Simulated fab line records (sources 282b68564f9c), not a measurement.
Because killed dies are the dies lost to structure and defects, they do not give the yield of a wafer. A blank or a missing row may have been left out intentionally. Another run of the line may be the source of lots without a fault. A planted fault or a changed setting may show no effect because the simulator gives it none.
fab line records	flow rit-cmos
[record] lots = 6	wafers = 18	last-day = 7
route steps=202 shown PLDD@159 NLDD@160 SILICIDE@161 CONTACT@168 M1@202
lots that met no fault: from a run of the same line without faults
start-h: hours from the record's opening day to when the first of the lot's shown wafers began	wait-h: hours from the lot's prior step to this one	" as in the row above	L1.1+2: several wafers, shown together as one row	- either no value or no given start	* or withheld: withheld	< > ~ a bound
route shown NAME@n: a module of which the file shows steps, and the number in the route of the first	usual: mean/standard deviation taken from wafers without a fault	same: alike in all rows	chamber/n: place in a boat	sites: the reading at each site	_std_site: standard deviation of those values	_edge_site: inner sites' mean taken away from outer sites' mean	radius-mm: how far each site lies from the wafer's centre	mask NAME#n: copy n	behind: the most recent tool/chamber to have shaped the wafer	hold: cause of the lot's hold/its duration in hours/its outcome	device: the transistor (n, p or np) that didn't switch	end of line: the route-end tests of the same wafers	step lacking rows: just its recipe	killed: dies lost to structure and defects at the first sort, not the wafer's yield	map: a wafer's dies, x killed, . not, _ none there
set.NAME: the setting as run; set.NAME@STEP: as run at that earlier step	model.NAME: the simulator's own value behind a step, which no gauge read
lots seen at some steps along the route; tables by step, rows by wafer
services: a tool's chamber out of use, with start hour (start-h, from the record's first day; less than 0 if before it), hours out, and reason
[[steps]]
[step RIT_SDANNEAL_RS_MEAS_06]
[recipe] thk-meas-gauge = four-point-probe
[usual] PLDD_RS = 178.4/0.45
lot.wafer	tool	chamber	start-h	wait-h	PLDD_RS[ohm/sq]
L630.1	film-metro-04	-	75.94	0.1	178.5
L630.2	"	-	"	"	178.7
L630.3	"	-	"	"	178.3
L631.2	film-metro-02	-	80.54	0.1	178.2
L631.3	"	-	"	"	178.5
L631.6	"	-	"	"	178.3
L634.1	film-metro-03	-	94.90	0.1	178.1
L634.3	"	-	"	"	178.2
L634.4	"	-	"	"	178.4
L636.2	film-metro-04	-	104.45	0.1	178.3
L636.3	"	-	"	"	178.2
L636.4	"	-	"	"	178.3
L646.2	film-metro-02	-	154.75	0.1	178.2
L646.3	"	-	"	"	177.9
L646.5	"	-	"	"	177.8
L648.3	film-metro-03	-	163.89	0.1	178.7
L648.4	"	-	"	"	178.7
L648.6	"	-	"	"	178.5
[step RIT_SDANNEAL_RS_MEAS_07]
[recipe] thk-meas-gauge = four-point-probe
[usual] NLDD_RS = 151.5/0.69
lot.wafer	tool	chamber	start-h	wait-h	NLDD_RS[ohm/sq]
L630.1	film-metro-04	-	76.06	0.1	152.9
L630.2	"	-	"	"	152.5
L630.3	"	-	"	"	153.2
L631.2	film-metro-02	-	80.66	0.1	150.8
L631.3	"	-	"	"	150.9
L631.6	"	-	"	"	150.9
L634.1	film-metro-03	-	95.02	0.1	151.2
L634.3	"	-	"	"	151.0
L634.4	"	-	"	"	151.5
L636.2	film-metro-04	-	104.57	0.1	151.6
L636.3	"	-	"	"	151.0
L636.4	"	-	"	"	151.2
L646.2	film-metro-02	-	154.87	0.1	151.4
L646.3	"	-	"	"	152.3
L646.5	"	-	"	"	152.5
L648.3	film-metro-03	-	164.01	0.1	151.0
L648.4	"	-	"	"	150.5
L648.6	"	-	"	"	150.7
[step RIT_SILICIDE_WET_ETCH_00]
[recipe] chemistry = BOE	target = SiO2	target-depth-nm = 14	time-s = 15	dry = n2-spin	dilution = 10:1	temp-c = 21.5
[step RIT_SILICIDE_SPUTTER_01]
[recipe] material = Ti	target-thk-nm = 30	power-w = 350	chamber-pressure-pa = 0.6962	gas = Ar	time-s = 240	substrate-temp-c = 25
[usual] chamber-pressure-pa = 0.6962/0.0013	throttle-valve-pct = 30.0/0.74
lot.wafer	tool	chamber	start-h	wait-h	chamber-pressure-pa	throttle-valve-pct
L630.1	pvd-sputter-03	-	76.20	0.0	0.6944	29.7
L630.2	"	-	"	"	0.6948	30.1
L630.3	"	-	"	"	0.6988	29.6
L631.2	pvd-sputter-04	-	80.77	0.0	0.6959	30.2
L631.3	"	-	"	"	0.6961	30.0
L631.6	"	-	"	"	0.6964	29.8
L634.1	pvd-sputter-02	-	95.16	0.0	0.6965	30.7
L634.3	"	-	"	"	0.6967	29.7
L634.4	"	-	"	"	0.6965	29.2
L636.2	pvd-sputter-02	-	104.68	0.0	0.6983	30.7
L636.3	"	-	"	"	0.6966	29.6
L636.4	"	-	"	"	0.6942	29.0
L646.2	pvd-sputter-04	-	154.98	0.0	0.6944	29.8
L646.3	"	-	"	"	0.6968	31.1
L646.5	"	-	"	"	0.6954	30.8
L648.3	pvd-sputter-04	-	164.10	0.0	0.6969	31.0
L648.4	"	-	"	"	0.6960	30.0
L648.6	"	-	"	"	0.6956	30.2
[step RIT_SILICIDE_RS_MEAS_02]
[recipe] thk-meas-gauge = four-point-probe	reads = Ti_of_SILICIDE_SPUTTER_01
[usual] SILICIDE_TI_RS = 52.6/0.74
lot.wafer	tool	chamber	start-h	wait-h	SILICIDE_TI_RS[ohm/sq]
L630.1	film-metro-04	-	76.35	0.1	51.5
L630.2	"	-	"	"	51.3
L630.3	"	-	"	"	52.0
L631.2	film-metro-01	-	80.94	0.1	52.3
L631.3	"	-	"	"	51.8
L631.6	"	-	"	"	52.4
L634.1	film-metro-04	-	95.31	0.1	52.7
L634.3	"	-	"	"	52.6
L634.4	"	-	"	"	52.3
L636.2	film-metro-01	-	104.85	0.1	53.2
L636.3	"	-	"	"	53.1
L636.4	"	-	"	"	53.2
L646.2	film-metro-01	-	155.15	0.1	52.9
L646.3	"	-	"	"	53.5
L646.5	"	-	"	"	54.2
L648.3	film-metro-03	-	164.29	0.1	53.8
L648.4	"	-	"	"	53.5
L648.6	"	-	"	"	52.8
[step RIT_SILICIDE_THK_MEAS_03]
[recipe] thk-meas-gauge = xrf	reads = Ti_of_SILICIDE_SPUTTER_01
[usual] SILICIDE_TI_THK = 29.1/0.32
lot.wafer	tool	chamber	start-h	wait-h	SILICIDE_TI_THK[nm]
L630.1	film-metro-04	-	76.47	0.1	29.6
L630.2	"	-	"	"	29.6
L630.3	"	-	"	"	29.4
L631.2	film-metro-01	-	81.05	0.1	29.3
L631.3	"	-	"	"	29.5
L631.6	"	-	"	"	29.2
L634.1	film-metro-04	-	95.43	0.1	29.0
L634.3	"	-	"	"	29.1
L634.4	"	-	"	"	29.2
L636.2	film-metro-01	-	104.96	0.1	28.6
L636.3	"	-	"	"	28.8
L636.4	"	-	"	"	28.7
L646.2	film-metro-01	-	155.26	0.1	28.9
L646.3	"	-	"	"	28.7
L646.5	"	-	"	"	28.4
L648.3	film-metro-03	-	170.67	6.4	28.7
L648.4	"	-	"	"	28.6
L648.6	"	-	"	"	28.9
[step RIT_SILICIDE_RTA_04]
[recipe] temp-c = 650	time-s = 10	idle-temp-c = 25	ramp-up-s = 5	ramp-down-s = 5	cool-to-c = 25	ambient = N2
[usual] wafer_temp_C_max = 652.3/0.62
lot.wafer	tool	chamber	start-h	wait-h	wafer_temp_C_max
L630.1	rtp-anneal-02	0	76.53	0.1	652.3
L630.2	"	0	"	"	652.3
L630.3	"	0	"	"	654.0
L631.2	rtp-anneal-01	0	81.11	0.1	651.6
L631.3	"	0	"	"	651.9
L631.6	"	0	"	"	652.9
L634.1	rtp-anneal-02	0	95.49	0.1	652.4
L634.3	"	0	"	"	653.7
L634.4	"	0	"	"	652.3
L636.2	rtp-anneal-02	0	105.02	0.1	653.3
L636.3	"	0	"	"	652.4
L636.4	"	0	"	"	653.1
L646.2	rtp-anneal-02	0	155.32	0.1	653.2
L646.3	"	0	"	"	652.6
L646.5	"	0	"	"	653.2
L648.3	rtp-anneal-01	0	170.73	0.1	652.1
L648.4	"	0	"	"	652.2
L648.6	"	0	"	"	651.4
[step RIT_SILICIDE_WET_ETCH_05]
[recipe] chemistry = SPM	target = Ti	temp-c = 90	time-s = 120	dry = n2-spin
[step RIT_SILICIDE_RTA_06]
[recipe] temp-c = 750	time-s = 10	idle-temp-c = 25	ramp-up-s = 5	ramp-down-s = 10	cool-to-c = 25	ambient = N2
[usual] wafer_temp_C_max = 752.8/0.68
lot.wafer	tool	chamber	start-h	wait-h	wafer_temp_C_max
L630.1	rtp-anneal-01	0	76.64	0.0	753.0
L630.2	"	0	"	"	752.8
L630.3	"	0	"	"	752.5
L631.2	rtp-anneal-02	0	81.22	0.0	752.7
L631.3	"	0	"	"	753.4
L631.6	"	0	"	"	753.4
L634.1	rtp-anneal-01	0	95.60	0.0	752.1
L634.3	"	0	"	"	752.1
L634.4	"	0	"	"	752.3
L636.2	rtp-anneal-01	0	105.13	0.0	752.0
L636.3	"	0	"	"	751.7
L636.4	"	0	"	"	752.3
L646.2	rtp-anneal-01	0	155.43	0.0	752.5
L646.3	"	0	"	"	752.3
L646.5	"	0	"	"	751.7
L648.3	rtp-anneal-02	0	170.84	0.0	753.6
L648.4	"	0	"	"	752.4
L648.6	"	0	"	"	752.3
[step RIT_CONTACT_CVD_00]
[recipe] material = SiO2	target-thk-nm = 400	precursor = TEOS	temp-c = 390	time-s = 61	rf-w = 400
[usual] heater-power-w = 300/53
lot.wafer	tool	chamber	start-h	wait-h	heater-power-w
L630.1	pecvd-04	1	76.71	0.1	209
L630.2	"	0	"	"	265
L630.3	"	2	"	"	271
L631.2	pecvd-01	2	81.28	0.0	299
L631.3	"	0	"	"	393
L631.6	"	1	"	"	356
L634.1	pecvd-01	1	95.67	0.1	331
L634.3	"	2	"	"	286
L634.4	"	1	"	"	355
L636.2	pecvd-04	2	105.19	0.0	262
L636.3	"	1	"	"	207
L636.4	"	0	"	"	344
L646.2	pecvd-02	0	155.48	0.0	363
L646.3	"	1	"	"	327
L646.5	"	0	"	"	262
L648.3	pecvd-02	2	170.89	0.0	295
L648.4	"	2	"	"	212
L648.6	"	0	"	"	314
[step RIT_CONTACT_THK_MEAS_01]
[recipe] reads = SiO2_of_CONTACT_CVD_00
[usual] CONTACT_TEOS_THK = 400/5.2
lot.wafer	tool	chamber	start-h	wait-h	CONTACT_TEOS_THK[nm]
L630.1	film-metro-04	-	76.76	0.0	393
L630.2	"	-	"	"	395
L630.3	"	-	"	"	393
L631.2	film-metro-04	-	81.34	0.0	399
L631.3	"	-	"	"	398
L631.6	"	-	"	"	410
L634.1	film-metro-02	-	95.72	0.0	400
L634.3	"	-	"	"	397
L634.4	"	-	"	"	406
L636.2	film-metro-02	-	105.25	0.0	393
L636.3	"	-	"	"	395
L636.4	"	-	"	"	402
L646.2	film-metro-02	-	155.55	0.0	391
L646.3	"	-	"	"	394
L646.5	"	-	"	"	397
L648.3	film-metro-04	-	170.96	0.0	401
L648.4	"	-	"	"	404
L648.6	"	-	"	"	406
[step RIT_CONTACT_HMDS_02]
[recipe] prime-time-s = 60	prime-temp-c = 140
[step RIT_CONTACT_COAT_03]
[recipe] resist = NOVOLAK	spin-rpm = 3250	resist-thk-nm = 1000
[usual] dispense-pressure-kPa = 52/3.6	spin-speed-rpm = 3250.0/2.4
lot.wafer	tool	chamber	start-h	wait-h	dispense-pressure-kPa	spin-speed-rpm	model.NOVOLAK_of_CONTACT_COAT_03.thk-nm
L630.1	litho-track-02	0	76.97	0.1	48	3248.6	999
L630.2	"	0	"	"	48	3250.1	996.6
L630.3	"	0	"	"	48	3250.0	998
L631.2	litho-track-03	0	81.59	0.1	55	3246.2	1004
L631.3	"	0	"	"	55	3249.5	1004
L631.6	"	0	"	"	55	3249.4	1002
L634.1	litho-track-02	0	96.00	0.1	48	3333.4	986.6
L634.3	"	0	"	"	48	3332.5	985.9
L634.4	"	0	"	"	48	3336.3	989.7
L636.2	litho-track-02	0	105.48	0.1	48	3336.6	988
L636.3	"	0	"	"	48	3335.7	987
L636.4	"	0	"	"	48	3338.4	987.6
L646.2	litho-track-01	0	155.77	0.1	56	3247.1	994.9
L646.3	"	0	"	"	56	3247.3	996.5
L646.5	"	0	"	"	56	3246.6	995.5
L648.3	litho-track-02	0	171.27	0.1	48	3250.0	996.7
L648.4	"	0	"	"	48	3249.8	997.3
L648.6	"	0	"	"	48	3250.9	996.7
[step RIT_CONTACT_SOFTBAKE_04]
[recipe] resist = NOVOLAK	temp-c = 90	time-s = 60
[step RIT_CONTACT_EXPOSE_05]
[recipe] mask-id = M11	na = 0.6	source-shape = conventional	sigma-outer = 0.5	target-cd-nm = 1000	dose-mj = 250
[step RIT_CONTACT_PEB_06]
[recipe] resist = NOVOLAK	temp-c = withheld	time-s = withheld
[step RIT_CONTACT_DEVELOP_07]
[recipe] resist = NOVOLAK	develop-time-s = 120	dev-temp-c = 23
[step RIT_CONTACT_CD_MEAS_08]
[recipe] target-cd-nm = 1000
[usual] cd-nm = 1000.2/2.2
lot.wafer	tool	chamber	start-h	wait-h	cd-nm
L630.1	cd-sem-01	-	77.79	-	1002.6
L630.2	"	-	"	"	1004.7
L630.3	"	-	"	"	1003.5
L631.2	cd-sem-01	-	82.41	-	1000.1
L631.3	"	-	"	"	1000.1
L631.6	"	-	"	"	998.9
L634.1	cd-sem-01	-	96.82	-	999.3
L634.3	"	-	"	"	1000.0
L634.4	"	-	"	"	1000.4
L636.2	cd-sem-01	-	106.29	-	998.9
L636.3	"	-	"	"	1001.5
L636.4	"	-	"	"	999.7
L646.2	cd-sem-01	-	156.71	-	1002.1
L646.3	"	-	"	"	1002.2
L646.5	"	-	"	"	1002.2
L648.3	cd-sem-02	-	172.08	-	1000.5
L648.4	"	-	"	"	1001.3
L648.6	"	-	"	"	1001.9
[step RIT_CONTACT_OVL_MEAS_09]
[usual] CONTACT_OVL = -1.0/1.6
lot.wafer	tool	chamber	start-h	wait-h	CONTACT_OVL[nm]
L630.1	overlay-02	-	77.91	0.1	-0.5
L630.2	"	-	"	"	-1.3
L630.3	"	-	"	"	-1.6
L631.2	overlay-02	-	82.51	0.1	-0.9
L631.3	"	-	"	"	-1.0
L631.6	"	-	"	"	-1.4
L634.1	overlay-02	-	96.94	0.1	-2.2
L634.3	"	-	"	"	-1.6
L634.4	"	-	"	"	-1.7
L636.2	overlay-01	-	106.40	0.1	-3.4
L636.3	"	-	"	"	-2.9
L636.4	"	-	"	"	-3.2
L646.2	overlay-01	-	156.81	0.1	-2.9
L646.3	"	-	"	"	-2.6
L646.5	"	-	"	"	-1.7
L648.3	overlay-02	-	172.17	0.1	-1.0
L648.4	"	-	"	"	-0.6
L648.6	"	-	"	"	1.1
[step RIT_CONTACT_HARDBAKE_10]
[recipe] resist = NOVOLAK	temp-c = 140	time-s = 60
[step RIT_CONTACT_ETCH_11]
[recipe] target-depth-a = 4800	over-etch-frac = 0.2	stop-on = TiSi2	chemistry = CHF3/CF4/Ar	target = SiO2	CHF3_flow_sccm = 50	cf4-flow-sccm = 10	Ar_flow_sccm = 100	O2_flow_sccm = 5	pressure-mtorr = 100	rf-w = 200	time-s = 320
[usual] drypump-motor-current-A = 5.8/0.59	oes-product-au = 0.994/0.016	throttle-valve-pct = 8.83/0.11
lot.wafer	tool	chamber	start-h	wait-h	drypump-motor-current-A	oes-product-au	rf-hours-counter-h	throttle-valve-pct	model.NOVOLAK_of_CONTACT_COAT_03.thk-nm
L630.1	rie-diel-02	1	78.09	0.1	6.5	1.019	31	8.94	768.5
L630.2	"	2	"	"	6.3	0.997	49	8.95	765.9
L630.3	"	3	"	"	5.7	0.965	7	8.89	766
L631.2	rie-diel-02	0	82.69	0.1	4.9	0.971	140	8.69	772.1
L631.3	"	1	"	"	6.5	1.012	31	8.94	771.1
L631.6	"	3	"	"	5.7	0.973	-	8.88	770.4
L634.1	rie-diel-02	1	97.12	0.1	6.5	1.011	31	8.94	755.9
L634.3	"	2	"	"	6.3	1.000	50	8.93	757.3
L634.4	"	1	"	"	6.5	1.015	-	8.95	759.6
L636.2	rie-diel-04	0	106.58	0.1	4.9	0.995	6	8.85	758.5
L636.3	"	2	"	"	5.8	0.994	30	8.64	757.2
L636.4	"	3	"	"	5.6	1.023	100	8.76	758.4
L646.2	rie-diel-02	2	156.99	0.1	6.3	1.002	51	8.93	765.2
L646.3	"	0	"	"	4.9	0.978	142	8.70	765.2
L646.5	"	0	"	"	4.9	0.973	-	8.70	764.5
L648.3	rie-diel-02	1	172.35	0.1	6.5	1.014	33	8.94	765.8
L648.4	"	0	"	"	4.9	0.980	142	8.70	767.1
L648.6	"	2	"	"	6.3	1.002	-	8.94	766.1
[step RIT_CONTACT_STRIP_12]
[recipe] chemistry = O2	time-s = 187.2	resist = NOVOLAK	platen-temp-c = withheld	power-w = 500	pressure-mtorr = 4000	o2-flow-sccm = 4000
[usual] drypump-motor-current-A = 5.7/0.32
lot.wafer	tool	chamber	start-h	wait-h	drypump-motor-current-A	rf-hours-counter-h
L630.1	plasma-asher-02	1	78.29	0.1	5.7	43
L630.2	"	0	"	"	5.3	43
L630.3	"	0	"	"	5.3	-
L631.2	plasma-asher-03	1	82.89	0.1	5.4	47
L631.3	"	1	"	"	5.4	-
L631.6	"	1	"	"	5.4	-
L634.1	plasma-asher-01	0	97.32	0.1	5.4	44
L634.3	"	0	"	"	5.4	-
L634.4	"	1	"	"	6.2	-
L636.2	plasma-asher-03	1	106.77	0.1	5.4	49
L636.3	"	0	"	"	5.9	-
L636.4	"	1	"	"	5.4	-
L646.2	plasma-asher-02	1	157.19	0.1	5.7	5
L646.3	"	1	"	"	5.7	-
L646.5	"	1	"	"	5.7	-
L648.3	plasma-asher-02	0	172.60	0.2	5.3	-
L648.4	"	1	"	"	5.7	-
L648.6	"	1	"	"	5.7	-
[step RIT_M1_PROBE_99]
[usual] killed-at-contacts = 0.1/0.24	killed-at-front-end = 7.1/2.8	killed-dies = 7.2/2.8	killed-open = 3.6/2.1	killed-short = 3.6/1.9
[same] gross-dies = 264	killed_at_M0_to_M3 = 0	killed_at_M4_up = 0	killed-at-back-side = 0	killed-at-other = 0
lot.wafer	tool	chamber	start-h	wait-h	killed-at-contacts	killed-at-front-end	killed-dies	killed-open	killed-short
L631.2	prober-01	-	87.61	0.1	0	4	4	1	3
L631.3	prober-01	-	87.66	0.2	0	3	3	2	1
L631.6	prober-01	-	87.81	0.2	0	4	4	2	2
L646.2	prober-01	-	161.93	0.1	0	11	11	7	4
L646.3	prober-01	-	161.98	0.2	0	5	5	2	3
L646.5	prober-01	-	162.08	0.2	0	4	4	3	1
// killed by level:class
L631.2 REOX:geometric-particle:short=2 GATE:geometric-particle:open=1 GATE:geometric-particle:short=1
L631.3 FOX1:geometric-particle:open=1 FOX1:geometric-particle:short=1 GATE:geometric-particle:open=1
L631.6 FOX1:geometric-particle:short=2 FOX2:geometric-particle:open=1 GATE:geometric-particle:open=1
L646.2 GATE:geometric-particle:open=4 GATE:geometric-particle:short=3 FOX1:geometric-particle:open=2 REOX:geometric-particle:open=1 SILICIDE:geometric-particle:short=1
L646.3 GATE:geometric-particle:open=2 GATE:geometric-particle:short=1 SPACER:geometric-particle:short=1 SILICIDE:geometric-particle:short=1
L646.5 FOX1:geometric-particle:short=1 REOX:geometric-particle:open=1 SPACER:geometric-particle:open=1 SILICIDE:geometric-particle:open=1
[[services]]
tool	chamber	start-h	hours	kind
pvd-sputter-04	-	53.22	0.9	repair
plasma-asher-01	-	61.46	1.8	repair
rie-diel-02	3	86.45	1.7	repair
rie-diel-04	1	93.59	5.7	repair
rie-diel-02	3	96.32	2.8	repair
plasma-asher-03	-	96.68	6.2	repair
plasma-asher-02	-	108.75	9.0	pm
plasma-asher-02	0	108.75	9.0	vent-cycle
plasma-asher-02	1	108.75	9.0	vent-cycle
rie-diel-04	0	115.14	22.4	repair
plasma-asher-02	0	117.75	-	clean
plasma-asher-02	1	117.75	-	clean
pecvd-01	-	120.12	14.6	pm
rie-diel-02	0	120.36	8.5	repair
pecvd-02	0	123.28	4.9	repair
plasma-asher-01	-	128.92	8.7	repair
pecvd-01	2	138.03	4.8	repair
plasma-asher-03	-	147.66	7.8	repair
pvd-sputter-02	-	147.96	16.7	repair
rie-diel-02	3	158.04	9.7	repair
plasma-asher-03	-	162.77	3.1	repair
pecvd-04	2	164.57	4.3	repair
rie-diel-04	3	168.62	8.5	repair
rie-diel-04	0	172.60	3.5	repair
[[key]]
[first-sign] step = RIT_CONTACT_COAT_03	reading = spin-speed-rpm	direction = up	sigmas = 36	usual = 3250.0	struck = 3335.5
effect none on later readings
[model-effect] step = RIT_CONTACT_COAT_03	value = NOVOLAK_of_CONTACT_COAT_03.thk-nm	without = 1000	struck = 987.5
[model-effect] step = RIT_CONTACT_ETCH_11	value = NOVOLAK_of_CONTACT_COAT_03.thk-nm	without = 769	struck = 757.8
met-at RIT_CONTACT_COAT_03
struck-wafers L634.1,L634.3,L634.4,L636.2,L636.3,L636.4
tester-left-out L634,L636
onset-between 76.97 96.00
[fault] kind = process-parameter-drift	tool = litho-track-02	chamber = -	onset-h = 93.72	steps = RIT_CONTACT_COAT_03	channel = spin-rpm	offset = 84.824	shape = step	end-h = 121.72	acts-in = these-recipes-only	stated = 3250
// tester-left-out: of these lots the tester's yield and bins aren't shown, on N5 and GAA mostly nor the transistor test; their killed dies are dies lost to structure and defects alone, not to doping, threshold or leakage, so they don't give the yield
